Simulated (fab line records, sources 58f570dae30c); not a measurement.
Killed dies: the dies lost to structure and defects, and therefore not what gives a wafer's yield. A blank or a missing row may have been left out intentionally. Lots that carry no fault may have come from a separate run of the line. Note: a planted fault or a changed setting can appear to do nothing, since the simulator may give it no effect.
Split-lot trial :: flow berkeley-cmos170 :: 5 lots, 23 wafers read, on a route of 331 steps

== THE SPLIT ==
At UCB170_V2_ETCH_14 (etches SiO2 in CHF3/CF4/Ar, stops on Al, target depth 1250 nm, time 291 s), the setting time-s was moved away from the recipe's 291 s on 5 of the 23 wafers read, by -9.9% to -8.5%. For the rest of the wafers, this setting stayed at what the recipe calls for.

Reading taken at the split's own step.

== THE READING ==
KrF_of_V2_COAT_07.thk-nm (the simulator's own value, which no gauge read), in nm, at UCB170_V2_ETCH_14 (etches SiO2 in CHF3/CF4/Ar, stops on Al, target depth 1250 nm, time 291 s). There is no usual value for it anywhere in the file. The 18 wafers here that ran the recipe average 608.0 nm, standard deviation 4.7 nm.

wafer: L076.2
tool, chamber at the split: rie-diel-03, 3
time-s as run, s: 266.4
against the recipe: -8.5%
KrF_of_V2_COAT_07.thk-nm, nm: 637.8
against lot-mates on the recipe: +36.1

wafer: L076.3
tool, chamber at the split: rie-diel-03, 0
time-s as run, s: 291
against the recipe: recipe
KrF_of_V2_COAT_07.thk-nm, nm: 603
against lot-mates on the recipe: -

wafer: L076.4
tool, chamber at the split: rie-diel-03, 2
time-s as run, s: 266.4
against the recipe: -8.5%
KrF_of_V2_COAT_07.thk-nm, nm: 630.4
against lot-mates on the recipe: +28.7

wafer: L076.5
tool, chamber at the split: rie-diel-03, 1
time-s as run, s: 291
against the recipe: recipe
KrF_of_V2_COAT_07.thk-nm, nm: 599.8
against lot-mates on the recipe: -

wafer: L076.6
tool, chamber at the split: rie-diel-03, 0
time-s as run, s: 291
against the recipe: recipe
KrF_of_V2_COAT_07.thk-nm, nm: 602.3
against lot-mates on the recipe: -

wafer: L075.1
tool, chamber at the split: rie-diel-02, 0
time-s as run, s: 291
against the recipe: recipe
KrF_of_V2_COAT_07.thk-nm, nm: 605.5
against lot-mates on the recipe: -

wafer: L075.2
tool, chamber at the split: rie-diel-02, 3
time-s as run, s: 291
against the recipe: recipe
KrF_of_V2_COAT_07.thk-nm, nm: 609.4
against lot-mates on the recipe: -

wafer: L075.6
tool, chamber at the split: rie-diel-02, 0
time-s as run, s: 291
against the recipe: recipe
KrF_of_V2_COAT_07.thk-nm, nm: 609.7
against lot-mates on the recipe: -

wafer: L080.2
tool, chamber at the split: rie-diel-04, 1
time-s as run, s: 262.1
against the recipe: -9.9%
KrF_of_V2_COAT_07.thk-nm, nm: 636.3
against lot-mates on the recipe: +24.2

wafer: L080.3
tool, chamber at the split: rie-diel-04, 2
time-s as run, s: 262.1
against the recipe: -9.9%
KrF_of_V2_COAT_07.thk-nm, nm: 633.4
against lot-mates on the recipe: +21.3

wafer: L080.4
tool, chamber at the split: rie-diel-04, 3
time-s as run, s: 262.1
against the recipe: -9.9%
KrF_of_V2_COAT_07.thk-nm, nm: 634.7
against lot-mates on the recipe: +22.6

wafer: L080.5
tool, chamber at the split: rie-diel-04, 1
time-s as run, s: 291
against the recipe: recipe
KrF_of_V2_COAT_07.thk-nm, nm: 610.8
against lot-mates on the recipe: -

wafer: L080.6
tool, chamber at the split: rie-diel-04, 0
time-s as run, s: 291
against the recipe: recipe
KrF_of_V2_COAT_07.thk-nm, nm: 613.4
against lot-mates on the recipe: -

wafer: L082.1
tool, chamber at the split: rie-diel-03, 0
time-s as run, s: 291
against the recipe: recipe
KrF_of_V2_COAT_07.thk-nm, nm: 607.6
against lot-mates on the recipe: -

wafer: L082.2
tool, chamber at the split: rie-diel-03, 1
time-s as run, s: 291
against the recipe: recipe
KrF_of_V2_COAT_07.thk-nm, nm: 603.6
against lot-mates on the recipe: -

wafer: L082.3
tool, chamber at the split: rie-diel-03, 2
time-s as run, s: 291
against the recipe: recipe
KrF_of_V2_COAT_07.thk-nm, nm: 611.9
against lot-mates on the recipe: -

wafer: L082.5
tool, chamber at the split: rie-diel-03, 2
time-s as run, s: 291
against the recipe: recipe
KrF_of_V2_COAT_07.thk-nm, nm: 612.6
against lot-mates on the recipe: -

wafer: L082.6
tool, chamber at the split: rie-diel-03, 1
time-s as run, s: 291
against the recipe: recipe
KrF_of_V2_COAT_07.thk-nm, nm: 603.3
against lot-mates on the recipe: -

wafer: L083.1
tool, chamber at the split: rie-diel-04, 1
time-s as run, s: 291
against the recipe: recipe
KrF_of_V2_COAT_07.thk-nm, nm: 606.9
against lot-mates on the recipe: -

wafer: L083.2
tool, chamber at the split: rie-diel-04, 3
time-s as run, s: 291
against the recipe: recipe
KrF_of_V2_COAT_07.thk-nm, nm: 610.5
against lot-mates on the recipe: -

wafer: L083.4
tool, chamber at the split: rie-diel-04, 0
time-s as run, s: 291
against the recipe: recipe
KrF_of_V2_COAT_07.thk-nm, nm: 619.2
against lot-mates on the recipe: -

wafer: L083.5
tool, chamber at the split: rie-diel-04, 2
time-s as run, s: 291
against the recipe: recipe
KrF_of_V2_COAT_07.thk-nm, nm: 604.9
against lot-mates on the recipe: -

wafer: L083.6
tool, chamber at the split: rie-diel-04, 1
time-s as run, s: 291
against the recipe: recipe
KrF_of_V2_COAT_07.thk-nm, nm: 609.2
against lot-mates on the recipe: -

FIT RESULTS
A straight line over all 23 wafers: KrF_of_V2_COAT_07.thk-nm changes by -2.82 nm for each +1% of time-s; r = -0.93; the points scatter about the line by 4.6 nm.
The same after taking each lot's own level away (the mean of its wafers on the recipe; 23 wafers): -2.77 nm for each +1%; r = -0.92; scatter 4.8 nm.
Per that fit: largest time-s move, reading shift of 28 nm.
Measured against the standard deviation above, the lots' own levels, which go from 601.70 to 612.10 nm, span 2.2 times it.
The two slopes agree, so the slope changes little with the lot-to-lot level.
Check: for one of the wafers moved furthest among these (-9.9%), held out of the fit, the line's prediction against its lot-mates is +28.7 nm. Against them it came out at +24.2 nm.

== ADDITIONAL SPLITS CARRIED BY THESE WAFERS ==
These wafers also went through other splits before the reading. Each is held against what the fit with the lots' levels taken away leaves over:
other split on the same wafers: UCB170_V1_COAT_07 resist-thk-nm
wafers away from the commonest value: 7
r with KrF_of_V2_COAT_07.thk-nm (lot level and that fit taken away): +0.03

other split on the same wafers: UCB170_M2_SPUTTER_01 power-w
wafers away from the commonest value: 9
r with KrF_of_V2_COAT_07.thk-nm (lot level and that fit taken away): +0.13

== FILE'S OWN FIT ==
KrF_of_V2_COAT_07.thk-nm changes by -2.94 nm for each +1% of time-s, r = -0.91.
